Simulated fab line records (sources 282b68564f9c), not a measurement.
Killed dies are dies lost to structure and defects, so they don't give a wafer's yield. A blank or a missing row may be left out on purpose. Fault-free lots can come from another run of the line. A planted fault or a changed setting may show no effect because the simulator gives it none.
Which of the tools did it? / flow rit_cmos / 7 lots, 21 wafers sampled, at 2 steps of a route of 202

## WHAT EACH GAUGE READ, for each wafer
RIT_NWELL_TW_MEAS_10.
lot=L180; measured=day 2 14:23; on=film_metro-01; NWELL_TW=2130 2129 2123
lot=L183; measured=day 3 01:54; on=film_metro-04; NWELL_TW=2164 2157 2153
lot=L185; measured=day 4 05:29; on=film_metro-04; NWELL_TW=2149 2146 2156
lot=L188; measured=day 4 10:40; on=film_metro-04; NWELL_TW=2144 2156 2161
lot=L189; measured=day 4 10:54; on=film_metro-04; NWELL_TW=2150 2151 2161
lot=L191; measured=day 4 23:56; on=film_metro-01; NWELL_TW=2116 2109 2123
lot=L200; measured=day 6 13:02; on=film_metro-04; NWELL_TW=2234 2240 2221

## EACH LOT AND THE TOOL THAT RAN IT (in order: tool; ch and the chambers of the sampled wafers; start)
lot=L180; RIT_NWELL_IMPLANT_08=implanter-02 ch 0, day 2 14:07
lot=L183; RIT_NWELL_IMPLANT_08=implanter-04 ch 0, day 3 01:37
lot=L185; RIT_NWELL_IMPLANT_08=implanter-02 ch 0, day 4 05:10
lot=L188; RIT_NWELL_IMPLANT_08=implanter-04 ch 0, day 4 10:23
lot=L189; RIT_NWELL_IMPLANT_08=implanter-04 ch 0, day 4 10:35
lot=L191; RIT_NWELL_IMPLANT_08=implanter-04 ch 0, day 4 23:37
lot=L200; RIT_NWELL_IMPLANT_08=implanter-02 ch 0, day 6 12:44
- RIT_NWELL_IMPLANT_08

## THE ANSWER, worked out from the rows above alone
Rule: what is usual is taken from the lots themselves. Put in order of their means at a reading, lots are off if they are a third of the lots or fewer, leave a main group of 4 or more, and stand apart from it by a gap of 3 or more times the standard deviation of the main group's means; of several such gaps the widest counts. The tables above print the reading to a certain number of digits; a main group whose means all agree to those digits is not used. Also off: a lot with no number at a reading for which 4 or more lots have one. Where the step has rows for the other lots, those lots are counted as sound.
Off: L200, seen at RIT_NWELL_TW_MEAS_10 (NWELL_TW). The main group: mean 2143, standard deviation 16.
If a tool, at a process step before that reading, ran all the lots that are off and no sound lot after the first of them, it fits. Gauges at RIT_NWELL_TW_MEAS_10: tried the same way as those tools. This does not decide it: 2 tools fit, namely implanter-02 at RIT_NWELL_IMPLANT_08 and film_metro-04 at RIT_NWELL_TW_MEAS_10.

## WHAT THE SIMULATOR PUT IN
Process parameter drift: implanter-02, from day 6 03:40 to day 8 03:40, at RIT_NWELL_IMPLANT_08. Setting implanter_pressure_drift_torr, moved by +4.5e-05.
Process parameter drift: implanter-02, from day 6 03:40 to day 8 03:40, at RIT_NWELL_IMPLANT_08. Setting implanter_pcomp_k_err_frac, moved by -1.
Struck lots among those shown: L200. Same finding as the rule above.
